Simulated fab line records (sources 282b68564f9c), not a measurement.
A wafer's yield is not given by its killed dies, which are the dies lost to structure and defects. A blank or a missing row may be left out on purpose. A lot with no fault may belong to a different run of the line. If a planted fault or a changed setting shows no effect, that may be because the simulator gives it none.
Struck lot and sound lot, side by side    flow rit cmos    20 steps out of a route of 202
Sound: the wafers L726.1, L726.3, L726.4. Wafers L737.4, L737.5, L737.6 were the ones struck. Last of all comes the cause.
At each step with rows: each side's tool, then ch and its chambers, then its first start. Under that, the readings that differ: sound wafers    struck wafers    difference of the means    sigmas: that difference in standard deviations of wafers without a fault.
alike: readings whose means differ by less than 2 such deviations, and words and numbers that are the same on both sides. not compared: withheld readings, readings that some wafer has no value for, bounds like >300 that may hide the same value, and numbers for which the record gives no deviation and whose values overlap.
A row with sigmas, a row that says differs or no value, or rows on one side alone: a step with any of these is where the two part. When numbers do not overlap yet have no deviation, they are printed without sigmas and do not part them. Lack of a reading on every wafer of one side parts them only where that side has two or more wafers.

first, 2 steps without rows for these wafers: RIT_NWELL_HARDBAKE_07 (time 120 s); RIT_NWELL_IMPLANT_08.
RIT_NWELL_STRIP_09: strips in O2, time 180 s.
  sound on plasma asher-03 ch 0,1, day 2 12:04; struck on plasma asher-01 ch 0,1, day 4 20:49
  alike: chamber pressure mTorr, drypump motor current A
  not compared: rf hours counter h
RIT_NWELL_TW_MEAS_10:
  struck on film metro-04, day 4 20:58; sound on film metro-03, day 2 12:14
reading   sound           struck          difference  sigmas
NWELL_TW  2100 2105 2102  2142 2131 2137  +34         +2
then, 6 steps without rows for these wafers: RIT_PWELL_HMDS_00 (prime time 60 s); RIT_PWELL_COAT_01 (resist thk 1300 nm); RIT_PWELL_SOFTBAKE_02 (time 60 s); RIT_PWELL_EXPOSE_03 (exposes mask M3, target cd 43700 nm); RIT_PWELL_PEB_04; RIT_PWELL_DEVELOP_05 (develop time 68 s).
RIT_PWELL_OVL_MEAS_06:
  struck on overlay-01, day 4 21:54; sound on overlay-02, day 2 13:19
  alike: PWELL_OVL
then, 1 step without rows for these wafers: RIT_PWELL_HARDBAKE_07 (time 120 s).
RIT_PWELL_IMPLANT_08:
  sound on implanter-03 ch 0, day 2 13:35; struck on implanter-03 ch 0, day 4 22:14
reading             sound                          struck                         difference  sigmas
dose ions cm2       7.004e+13 6.996e+13 7.007e+13  5.543e+13 5.532e+13 5.534e+13  -1.466e+13  -99 or more
faraday current uA  215 223 217                    181 171 179                    -41         -9
RIT_PWELL_STRIP_09: strips in O2, time 180 s.
  sound on plasma asher-04 ch 0,1, day 2 13:44; struck on plasma asher-03 ch 0,1, day 4 22:22
  alike: chamber pressure mTorr, drypump motor current A
  not compared: rf hours counter h
RIT_PWELL_TW_MEAS_10:
  struck on film metro-03, day 4 22:31; sound on film metro-04, day 2 13:55
reading   sound        struck       difference  sigmas
PWELL_TW  946 953 943  871 870 871  -77         -11
then, 1 step without rows for these wafers: RIT_WELLDRIVE_ANNEAL_00 (time 14700 s).
RIT_WELLDRIVE_RS_MEAS_01: uses a four-point probe to measure.
  struck on film metro-03, day 5 03:41; sound on film metro-03, day 2 19:22
  alike: NWELL_RS
RIT_WELLDRIVE_RS_MEAS_02: uses a four-point probe to measure.
  struck on film metro-03, day 5 03:49; sound on film metro-03, day 2 19:29
reading            sound              struck             difference  sigmas
PWELL_RS (ohm/sq)  430.4 428.9 430.4  498.1 499.4 499.6  +69.1       +58
then, 1 step without rows for these wafers: RIT_NRETRO_HMDS_00 (prime time 60 s).
RIT_M1_PROBE_99:
  struck on prober-02, day 6 09:09; sound on prober-01, day 4 03:04
reading                              sound              struck             difference  sigmas
model.etest.nmos_0p3.r on ohm um     2187 2140 2106     2052 2031 2053     -99         
model.etest.pwell pinched.rs ohm sq  455.4 453.8 449.1  539.7 535 529.3    +81.9       
model.etest.pwell.rs ohm sq          410.6 406.3 409.6  482.8 480.8 478.3  +71.8       
model.etest.nmos turned.drive ua um  327.7 336.3 338.9  369.5 369.1 376    +37.2       
model.etest.nmos_0p15.drive ua um    471.1 478.1 486.8  496.7 502.8 498.6  +20.7       
model.etest.nmos narrow.drive ua um  223.8 235.4 233.9  247.7 253.4 247.1  +18.4       
model.etest.nmos_0p3.drive ua um     222.9 232.9 231.2  253.8 254.5 248.1  +23.1       
  alike: killed at contacts, killed at front end, killed dies, killed open, killed short
  not compared: model.etest.nmos_0p15.r on ohm um

== WHERE THEY PART ==
Earliest at RIT_NWELL_TW_MEAS_10; latest, in this record, at RIT_WELLDRIVE_RS_MEAS_02. Later steps at which nothing parts them and some readings are alike: RIT_M1_PROBE_99.

WHY: the cause the simulator had injected
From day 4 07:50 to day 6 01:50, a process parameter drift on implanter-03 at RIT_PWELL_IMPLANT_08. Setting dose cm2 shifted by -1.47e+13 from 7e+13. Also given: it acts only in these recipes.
